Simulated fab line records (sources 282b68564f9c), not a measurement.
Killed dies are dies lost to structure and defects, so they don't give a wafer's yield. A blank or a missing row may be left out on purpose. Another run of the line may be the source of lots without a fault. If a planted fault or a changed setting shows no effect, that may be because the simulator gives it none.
Lot-split experiment / flow rit_cmos / 23 wafers read from 5 lots, route of 202 steps

## THE SPLIT ITSELF
At RIT_REOX_OXIDATION_03 (target thk 25.2 nm, ox time 5580 s), the setting temp_c was moved away from the recipe's 900 C on 20 of the 23 wafers read, by -1.1% to +1.4%. The other wafers ran this setting at the recipe's value.

Split to reading: the file shows no intervening step.

## THE READING
Values of REOX_OXIDE_THK in nm from RIT_REOX_THK_MEAS_04. A value of 25.34 nm with a standard deviation of 0.27 nm is what fault-free wafers of this fab line usually give.

wafer=L074.1; tool, chamber at the split=-, -; temp_c as run, C=890; against the recipe=-1.1%; REOX_OXIDE_THK, nm=22.50; against lot-mates on the recipe=no lot-mate on the recipe
wafer=L074.2; tool, chamber at the split=-, -; temp_c as run, C=890; against the recipe=-1.1%; REOX_OXIDE_THK, nm=23.08; against lot-mates on the recipe=no lot-mate on the recipe
wafer=L074.3; tool, chamber at the split=-, -; temp_c as run, C=890; against the recipe=-1.1%; REOX_OXIDE_THK, nm=22.97; against lot-mates on the recipe=no lot-mate on the recipe
wafer=L074.4; tool, chamber at the split=-, -; temp_c as run, C=890; against the recipe=-1.1%; REOX_OXIDE_THK, nm=23.23; against lot-mates on the recipe=no lot-mate on the recipe
wafer=L074.6; tool, chamber at the split=-, -; temp_c as run, C=890; against the recipe=-1.1%; REOX_OXIDE_THK, nm=23.08; against lot-mates on the recipe=no lot-mate on the recipe
wafer=L080.3; tool, chamber at the split=furnace-04, 0; temp_c as run, C=900; against the recipe=recipe; REOX_OXIDE_THK, nm=25.06; against lot-mates on the recipe=-
wafer=L080.4; tool, chamber at the split=furnace-04, 0; temp_c as run, C=900; against the recipe=recipe; REOX_OXIDE_THK, nm=24.98; against lot-mates on the recipe=-
wafer=L080.5; tool, chamber at the split=furnace-04, 0; temp_c as run, C=900; against the recipe=recipe; REOX_OXIDE_THK, nm=25.79; against lot-mates on the recipe=-
wafer=L082.1; tool, chamber at the split=-, -; temp_c as run, C=907.3; against the recipe=+0.8%; REOX_OXIDE_THK, nm=27.21; against lot-mates on the recipe=no lot-mate on the recipe
wafer=L082.2; tool, chamber at the split=-, -; temp_c as run, C=907.3; against the recipe=+0.8%; REOX_OXIDE_THK, nm=27.65; against lot-mates on the recipe=no lot-mate on the recipe
wafer=L082.4; tool, chamber at the split=-, -; temp_c as run, C=907.3; against the recipe=+0.8%; REOX_OXIDE_THK, nm=27.42; against lot-mates on the recipe=no lot-mate on the recipe
wafer=L082.5; tool, chamber at the split=-, -; temp_c as run, C=907.3; against the recipe=+0.8%; REOX_OXIDE_THK, nm=27.48; against lot-mates on the recipe=no lot-mate on the recipe
wafer=L082.6; tool, chamber at the split=-, -; temp_c as run, C=907.3; against the recipe=+0.8%; REOX_OXIDE_THK, nm=27.29; against lot-mates on the recipe=no lot-mate on the recipe
wafer=L083.1; tool, chamber at the split=-, -; temp_c as run, C=908.8; against the recipe=+1.0%; REOX_OXIDE_THK, nm=27.58; against lot-mates on the recipe=no lot-mate on the recipe
wafer=L083.2; tool, chamber at the split=-, -; temp_c as run, C=908.8; against the recipe=+1.0%; REOX_OXIDE_THK, nm=27.37; against lot-mates on the recipe=no lot-mate on the recipe
wafer=L083.3; tool, chamber at the split=-, -; temp_c as run, C=908.8; against the recipe=+1.0%; REOX_OXIDE_THK, nm=27.43; against lot-mates on the recipe=no lot-mate on the recipe
wafer=L083.4; tool, chamber at the split=-, -; temp_c as run, C=908.8; against the recipe=+1.0%; REOX_OXIDE_THK, nm=27.34; against lot-mates on the recipe=no lot-mate on the recipe
wafer=L083.6; tool, chamber at the split=-, -; temp_c as run, C=908.8; against the recipe=+1.0%; REOX_OXIDE_THK, nm=27.91; against lot-mates on the recipe=no lot-mate on the recipe
wafer=L084.1; tool, chamber at the split=-, -; temp_c as run, C=912.8; against the recipe=+1.4%; REOX_OXIDE_THK, nm=28.72; against lot-mates on the recipe=no lot-mate on the recipe
wafer=L084.2; tool, chamber at the split=-, -; temp_c as run, C=912.8; against the recipe=+1.4%; REOX_OXIDE_THK, nm=28.81; against lot-mates on the recipe=no lot-mate on the recipe
wafer=L084.3; tool, chamber at the split=-, -; temp_c as run, C=912.8; against the recipe=+1.4%; REOX_OXIDE_THK, nm=28.13; against lot-mates on the recipe=no lot-mate on the recipe
wafer=L084.4; tool, chamber at the split=-, -; temp_c as run, C=912.8; against the recipe=+1.4%; REOX_OXIDE_THK, nm=28.55; against lot-mates on the recipe=no lot-mate on the recipe
wafer=L084.6; tool, chamber at the split=-, -; temp_c as run, C=912.8; against the recipe=+1.4%; REOX_OXIDE_THK, nm=28.56; against lot-mates on the recipe=no lot-mate on the recipe

THE FIT
A straight line over all 23 wafers: REOX_OXIDE_THK changes by +2.23 nm for each +1% of temp_c; r = +0.99; the points scatter about the line by 0.27 nm.
Too few moved wafers have a lot-mate on the recipe to fit a line with each lot's own level taken away.

## THE WHOLE CHAIN: every reading that the file lists as answering this split, in the file's order
step=RIT_REOX_OXIDATION_03; what it does=target thk 25.2 nm, ox time 5580 s; reading=SiO2_of_REOX_OXIDATION_03.thk_nm (the simulator's own value, which no gauge read); change (the file's fit)=+2.23 nm for each +1% of the setting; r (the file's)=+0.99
step=RIT_REOX_THK_MEAS_04; what it does=; reading=REOX_OXIDE_THK; change (the file's fit)=+2.23 for each +1% of the setting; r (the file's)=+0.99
step=RIT_SPACER_CLEAN_00; what it does=cleans in SC1, time 600 s; reading=SiO2_of_REOX_OXIDATION_03.thk_nm (the simulator's own value, which no gauge read); change (the file's fit)=+2.09 nm for each +1% of the setting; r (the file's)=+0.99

## FILE'S OWN FIT
REOX_OXIDE_THK changes by +2.23 nm for each +1% of temp_c, r = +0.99.
